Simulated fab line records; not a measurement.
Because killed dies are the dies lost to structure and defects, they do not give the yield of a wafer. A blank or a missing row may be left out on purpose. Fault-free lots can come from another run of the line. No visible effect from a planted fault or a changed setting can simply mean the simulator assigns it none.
fab line records ; flow ritCmos
[record] lots = 14; wafers = 42; lastDay = 7
route steps=202 shown PLDD@117 M1@202
lots that met no fault: taken from a fault-free run of the same line
startH: the number of hours between the record's first day and the start of the first shown wafer of the lot ; waitH: how many hours have passed since the lot's step before this one ; " the same as in the row above ; L1.1+2: one row covering several wafers at once ; - no value, or no start was given ; * or withheld: withheld ; < > ~ a bound
route shown NAME@n: a module of which the file shows steps, and the number in the route of the first ; usual: mean and standard deviation over wafers with no fault ; same: alike in all rows ; chamber/n: place in a boat ; sites: the reading at each site ; _std_site: how widely they spread, as a standard deviation ; _edge_site: inner sites' mean taken away from outer sites' mean ; radiusMm: for every site, how far away it sits from the centre of the wafer ; mask NAME#n: copy n ; behind: the last tool/chamber to shape the wafer ; hold: reason for holding the lot/hours on hold/outcome of the hold ; device: transistor that didn't switch, given as n, p or np ; end of line: tests of these same wafers at the route's end ; a step given without rows: its recipe and nothing more ; killed: not the wafer's yield, but the dies lost to structure and defects at the first sort ; map: a wafer's dies, x killed, . not, _ none there
set.NAME: the setting that was run; set.NAME@STEP: the one run at that earlier step ; model.NAME: the simulator's own value behind a step, which no gauge read
the route's steps for a sample of lots (tables are steps, rows are wafers)
services: the hour from which a tool's chamber was out of use, counted from the record's first day as startH (under 0 if before that day), plus the number of hours and why
[[steps]]
[step RIT_PLDD_EXPOSE_03]
[recipe] maskId = M8; na = 0.57; targetCdNm = 40900; doseMj = 250
lot.wafer;tool;chamber;startH;waitH;mask
L847.2+4+5;ilineStepper-01;0;41.49;0.1;M8#0
L848.2+4+5;ilineStepper-02;0;47.55;0.2;M8#0
L849.2+3+5;ilineStepper-01;0;53.28;0.2;M8#0
L850.1+3+4;ilineStepper-01;0;57.59;0.1;M8#0
L851.1+5+6;ilineStepper-01;0;61.96;0.1;M8#0
L852.1+2+5;ilineStepper-02;0;66.62;0.2;M8#0
L853.1+2+3;ilineStepper-01;0;73.26;0.2;M8#0
L857.1+4+5;ilineStepper-02;0;94.40;0.1;M8#0
L858.4+5+6;ilineStepper-01;0;99.68;0.2;M8#0
L864.3+4+5;ilineStepper-02;0;133.84;0.3;M8#0
L866.1+3+5;ilineStepper-02;0;147.91;0.2;M8#0
L867.4+5+6;ilineStepper-02;0;149.34;0.1;M8#0
L868.1+2+4;ilineStepper-02;0;154.66;0.1;M8#0
L869.2+3+6;ilineStepper-02;0;159.32;0.1;M8#0
[step RIT_PLDD_OVL_MEAS_06]
[usual] PLDD_OVL = 0.0/1.3
lot.wafer;tool;chamber;startH;waitH;hold;PLDD_OVL[nm]
L847.2;overlay-02;-;41.90;-;-;0.8
L847.4;overlay-02;-;41.90;-;-;1.6
L847.5;overlay-02;-;41.90;-;-;0.4
L848.2;overlay-01;-;47.94;-;-;0.8
L848.4;overlay-01;-;47.94;-;-;0.6
L848.5;overlay-01;-;47.94;-;-;0.5
L849.2;overlay-02;-;53.75;-;-;1.4
L849.3;overlay-02;-;53.75;-;-;-0.4
L849.5;overlay-02;-;53.75;-;-;-1.4
L850.1;overlay-02;-;57.99;-;-;1.3
L850.3;overlay-02;-;57.99;-;-;0.0
L850.4;overlay-02;-;57.99;-;-;0.4
L851.1;overlay-02;-;62.36;-;-;-0.3
L851.5;overlay-02;-;62.36;-;-;0.5
L851.6;overlay-02;-;62.36;-;-;0.8
L852.1;overlay-02;-;67.02;-;-;0.1
L852.2;overlay-02;-;67.02;-;-;-1.2
L852.5;overlay-02;-;67.02;-;-;-1.0
L853.1;overlay-02;-;73.66;-;awaitDispo/0.2h/release;-148.9
L853.2;overlay-02;-;73.66;-;awaitDispo/0.2h/release;-150.1
L853.3;overlay-02;-;73.66;-;awaitDispo/0.2h/release;-148.4
L853.1;overlay-02;-;73.86;0.2;-;-148.2
L853.2;overlay-02;-;73.86;0.2;-;-149.5
L853.3;overlay-02;-;73.86;0.2;-;-148.1
L857.1;overlay-01;-;94.80;-;-;0.0
L857.4;overlay-01;-;94.80;-;-;-0.3
L857.5;overlay-01;-;94.80;-;-;-1.4
L858.4;overlay-02;-;100.04;-;awaitDispo/0.2h/release;-149.2
L858.5;overlay-02;-;100.04;-;awaitDispo/0.2h/release;-149.4
L858.6;overlay-02;-;100.04;-;awaitDispo/0.2h/release;-147.8
L858.4;overlay-02;-;100.24;0.2;-;-148.8
L858.5;overlay-02;-;100.24;0.2;-;-148.9
L858.6;overlay-02;-;100.24;0.2;-;-147.3
L864.3;overlay-02;-;134.32;-;-;0.4
L864.4;overlay-02;-;134.32;-;-;1.1
L864.5;overlay-02;-;134.32;-;-;1.1
L866.1;overlay-01;-;148.31;-;-;1.1
L866.3;overlay-01;-;148.31;-;-;-1.7
L866.5;overlay-01;-;148.31;-;-;0.1
L867.4;overlay-01;-;149.78;-;-;0.1
L867.5;overlay-01;-;149.78;-;-;-1.1
L867.6;overlay-01;-;149.78;-;-;-2.0
L868.1;overlay-01;-;155.06;-;-;1.2
L868.2;overlay-01;-;155.06;-;-;-0.2
L868.4;overlay-01;-;155.06;-;-;1.5
L869.2;overlay-01;-;159.85;-;-;0.6
L869.3;overlay-01;-;159.85;-;-;-1.0
L869.6;overlay-01;-;159.85;-;-;-2.2
[step RIT_M1_PROBE_99]
[usual] defectLimitedYield = 97.3/1.1; killedAtContacts = 0.1/0.31; killedAtFrontEnd = 7.1/2.8; killedDies = 7.2/2.8; killedOnRim = 1.8/1.3; killedOpen = 3.5/2; killedShort = 3.7/1.9; sort_bin_3_pad_short = 0.1/0.22; sort_bin_5_function = 1.6/0.77; sort_bin_6_memory = 1.0/0.59; sortNPass = 256.8/2.8; sortYieldPct = 97.3/1.1
[same] grossDies = 264; killed_at_M0_to_M3 = 0; killed_at_M4_up = 0; killedAtBackSide = 0; killedAtOther = 0
lot.wafer;tool;chamber;startH;waitH;defectLimitedYield[%];killedAtContacts;killedAtFrontEnd;killedDies;killedOnRim;killedOpen;killedShort;sort_bin_3_pad_short[%];sort_bin_5_function[%];sort_bin_6_memory[%];sortNPass;sortYieldPct[%]
L848.2;prober-02;-;61.58;0.1;95.8;0;11;11;2;4;7;0;2.3;1.9;253.0;95.8
L848.4;prober-02;-;61.68;0.2;97.7;0;6;6;1;3;3;0;1.9;0.4;258.0;97.7
L848.5;prober-02;-;61.73;0.2;97.3;0;7;7;1;3;4;0;1.9;0.8;257.0;97.3
L857.1;prober-01;-;110.02;0.1;98.5;0;4;4;2;2;2;0;1.1;0.4;260.0;98.5
L857.4;prober-01;-;110.17;0.2;95.5;0;12;12;3;6;6;0.4;2.3;1.9;252.0;95.5
L857.5;prober-01;-;110.22;0.2;97.0;0;8;8;2;4;4;0.4;1.9;0.8;256.0;97.0
L866.1;prober-02;-;163.67;0.1;96.2;0;10;10;4;4;6;0;2.7;1.1;254.0;96.2
L866.3;prober-02;-;163.77;0.2;97.0;0;8;8;2;4;4;0;1.9;1.1;256.0;97.0
L866.5;prober-02;-;163.87;0.2;95.8;0;11;11;2;7;4;0;3.0;1.1;253.0;95.8
L867.4;prober-01;-;165.09;0.2;95.5;0;12;12;4;6;6;0.4;3.4;0.8;252.0;95.5
L867.5;prober-01;-;165.14;0.2;95.5;1;11;12;5;7;5;0;2.7;1.9;252.0;95.5
L867.6;prober-01;-;165.19;0.2;96.2;0;10;10;3;6;4;0;2.3;1.5;254.0;96.2
// killed by level:class
L848.2 GATE:geometricParticle:open=3 GATE:geometricParticle:short=3 FOX1:geometricParticle:short=1 REOX:geometricParticle:short=1 SPACER:geometricParticle:short=1 SPACER:geometricParticle:open=1 SILICIDE:geometricParticle:short=1
L848.4 FOX2:geometricParticle:short=1 FOX2:geometricParticle:open=1 GATE:geometricParticle:open=1 GATE:geometricParticle:short=1 SPACER:geometricParticle:short=1 SPACER:geometricParticle:open=1
L848.5 GATE:geometricParticle:open=2 FOX1:geometricParticle:short=1 GATE:geometricParticle:short=1 REOX:geometricParticle:short=1 SILICIDE:geometricParticle:open=1 SILICIDE:geometricParticle:short=1
L857.1 GATE:geometricParticle:short=1 REOX:geometricParticle:open=1 SILICIDE:geometricParticle:short=1 SILICIDE:geometricParticle:open=1
L857.4 GATE:geometricParticle:short=5 GATE:geometricParticle:open=3 REOX:geometricParticle:open=2 FOX1:geometricParticle:open=1 REOX:geometricParticle:short=1
L857.5 GATE:geometricParticle:short=3 FOX1:geometricParticle:open=1 FOX1:geometricParticle:short=1 FOX2:geometricParticle:open=1 REOX:geometricParticle:open=1 SPACER:geometricParticle:open=1
L866.1 FOX2:geometricParticle:open=2 GATE:geometricParticle:short=2 GATE:geometricParticle:open=2 REOX:geometricParticle:short=2 FOX2:geometricParticle:short=1 SILICIDE:geometricParticle:short=1
L866.3 REOX:geometricParticle:short=2 SPACER:geometricParticle:short=2 SILICIDE:geometricParticle:open=2 GATE:geometricParticle:open=1 SPACER:geometricParticle:open=1
L866.5 REOX:geometricParticle:open=3 FOX2:geometricParticle:open=2 GATE:geometricParticle:short=2 GATE:geometricParticle:open=1 REOX:geometricParticle:short=1 SILICIDE:geometricParticle:short=1 SILICIDE:geometricParticle:open=1
L867.4 GATE:geometricParticle:short=5 GATE:geometricParticle:open=5 REOX:geometricParticle:open=1 SPACER:geometricParticle:short=1
L867.5 GATE:geometricParticle:open=3 FOX1:geometricParticle:short=2 FOX2:geometricParticle:short=1 GATE:geometricParticle:short=1 REOX:geometricParticle:open=1 SPACER:geometricParticle:open=1 SPACER:geometricParticle:short=1 SILICIDE:geometricParticle:open=1
L867.6 GATE:geometricParticle:short=2 GATE:geometricParticle:open=2 SPACER:geometricParticle:open=2 REOX:geometricParticle:short=1 REOX:geometricParticle:open=1 SPACER:geometricParticle:short=1 SILICIDE:geometricParticle:open=1
[[services]]
tool;chamber;startH;hours;kind
ilineStepper-02;-;27.27;4.4;pm
ilineStepper-01;0;43.46;-;calibration
ilineStepper-01;-;135.48;1.7;pm
ilineStepper-02;-;144.76;1.7;pm
[[key]]
[firstSign] step = RIT_PLDD_OVL_MEAS_06; reading = visit; direction = added
[effect] step = RIT_PLDD_OVL_MEAS_06; reading = PLDD_OVL; direction = down; sigmas = 99+; usual = 0.0; struck = -149.0
metAt RIT_PLDD_EXPOSE_03
struckLots L853,L858
scrappedBehind RIT_PLDD_OVL_MEAS_06 L853.1,L853.2,L853.3,L858.4,L858.5,L858.6
onsetBetween 61.96 73.26
[fault] kind = scannerMatchingOverlay; tool = ilineStepper-01; chamber = -; onsetH = 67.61; steps = RIT_PLDD_EXPOSE_03; offset = -150
